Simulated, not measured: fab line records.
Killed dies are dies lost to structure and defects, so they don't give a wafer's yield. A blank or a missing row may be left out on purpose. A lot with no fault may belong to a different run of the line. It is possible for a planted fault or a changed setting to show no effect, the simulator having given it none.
Shared-tool check    flow berkeleyCmos170    Sampled: 14 lots, 48 wafers

## THE REASON FOR OPENING IT
Of 14 lots, 2 have the reading PLDD_TW flagged at UCB170_PLDD_TW_MEAS_11. No-fault wafers: 1007, standard deviation 4.6.
Rule: a lot is flagged in two cases, either no wafer of it has a number, or all its wafers with numbers fall more than 4 standard deviations from that mean. The rest of the lots are taken to be sound.

lot   measured      on            PLDD_TW, wafer by wafer        flag
L779  day 7 01:24   filmMetro-03  1004 1006 1003                 
L778  day 7 10:14   filmMetro-01  1003 1006 1003                 
L782  day 8 07:32   filmMetro-02  1017 1012 1010                 
L785  day 9 03:36   filmMetro-01  1420 1407 1413 1407 1415 1410  FLAGGED
L786  day 9 10:17   filmMetro-02  1423 1418 1417 1423 1424 1427  FLAGGED
L790  day 10 07:05  filmMetro-03  1000 1003 1003                 
L791  day 10 07:34  filmMetro-01  1003 1000 1007                 
L792  day 10 17:55  filmMetro-01  1005 1002 1007                 
L794  day 11 04:43  filmMetro-03  1006 1008 1003                 
L793  day 11 05:00  filmMetro-02  1009 1008 1008                 
L798  day 11 16:13  filmMetro-03  1009 1008 1006                 
L796  day 11 16:39  filmMetro-02  1003 1003 1009                 
L800  day 11 23:20  filmMetro-02  1003 1006 1003                 
L799  day 11 23:38  filmMetro-01  1012 1011 1011                 
Average over the flagged lots: 1417; offset from the usual +410, equal to +89 standard deviations.

## TOOL THAT RAN EACH LOT
The record holds 2 process steps before the reading, out of a route of 331 steps. Every cell lists first the tool, next ch and the chambers used by the sampled wafers, and last the start.
lot   flag     UCB170_ZERO_STRIP_07                UCB170_PLDD_IMPLANT_08
L779           plasmaAsher-04 ch 0,1, day 1 22:56  implanter-02 ch 0, day 7 01:02
L778           plasmaAsher-01 ch 0,1, day 1 23:13  implanter-01 ch 0, day 7 09:52
L782           plasmaAsher-01 ch 0,1, day 2 17:43  implanter-04 ch 0, day 8 07:10
L785  FLAGGED  plasmaAsher-01 ch 0,1, day 3 05:11  implanter-04 ch 0, day 9 03:12
L786  FLAGGED  plasmaAsher-03 ch 0,1, day 3 14:37  implanter-04 ch 0, day 9 09:53
L790           plasmaAsher-01 ch 0,1, day 4 09:49  implanter-02 ch 0, day 10 06:43
L791           plasmaAsher-04 ch 0,1, day 4 10:23  implanter-01 ch 0, day 10 07:10
L792           plasmaAsher-03 ch 0,1, day 4 19:35  implanter-02 ch 0, day 10 17:31
L794           plasmaAsher-04 ch 0,1, day 5 03:30  implanter-02 ch 0, day 11 04:20
L793           plasmaAsher-01 ch 0, day 5 03:14    implanter-01 ch 0, day 11 04:37
L798           plasmaAsher-03 ch 0,1, day 6 00:37  implanter-02 ch 0, day 11 15:50
L796           plasmaAsher-03 ch 0,1, day 5 11:42  implanter-02 ch 0, day 11 16:15
L800           plasmaAsher-01 ch 0,1, day 6 12:50  implanter-04 ch 0, day 11 22:56
L799           plasmaAsher-03 ch 0,1, day 6 07:02  implanter-02 ch 0, day 11 23:14
What these steps do:
- UCB170_ZERO_STRIP_07: strips in O2.
- UCB170_PLDD_IMPLANT_08
- UCB170_PLDD_TW_MEAS_11

## FLAGGED OVER TOTAL, TOOL BY TOOL (the gauges that took the reading come last)
step                    tool            lots run  flagged  share of the flagged lots  sound lots run after its first flagged lot
UCB170_ZERO_STRIP_07    plasmaAsher-01  6         1        some                       3 (L790,L793,L800)
UCB170_ZERO_STRIP_07    plasmaAsher-03  5         1        some                       4 (L792,L796,L798,L799)
UCB170_ZERO_STRIP_07    plasmaAsher-04  3         0        none                       -
UCB170_PLDD_IMPLANT_08  implanter-01    3         0        none                       -
UCB170_PLDD_IMPLANT_08  implanter-02    7         0        none                       -
UCB170_PLDD_IMPLANT_08  implanter-04    4         2        all                        1 (L800)
UCB170_PLDD_TW_MEAS_11  filmMetro-01    5         1        some                       3 (L791,L792,L799)
UCB170_PLDD_TW_MEAS_11  filmMetro-02    5         1        some                       3 (L793,L796,L800)
UCB170_PLDD_TW_MEAS_11  filmMetro-03    4         0        none                       -

## WHAT THE TABLE ALLOWS
1 row of the table ran every flagged lot: implanter-04 at UCB170_PLDD_IMPLANT_08.
- implanter-04 at UCB170_PLDD_IMPLANT_08: 2 of its 4 lots flagged. Sound lots ran on it after the first flagged one (L800), which a lasting fault on the whole tool wouldn't allow. Its own readings lie more than 4 standard deviations out on every wafer of the flagged lots: beamOnS, doseIonsCm2, faradayCurrentUA.
Not one row of the table ran every flagged lot while running no sound lot after the first.

## WHAT THE SIMULATOR HAD INSERTED
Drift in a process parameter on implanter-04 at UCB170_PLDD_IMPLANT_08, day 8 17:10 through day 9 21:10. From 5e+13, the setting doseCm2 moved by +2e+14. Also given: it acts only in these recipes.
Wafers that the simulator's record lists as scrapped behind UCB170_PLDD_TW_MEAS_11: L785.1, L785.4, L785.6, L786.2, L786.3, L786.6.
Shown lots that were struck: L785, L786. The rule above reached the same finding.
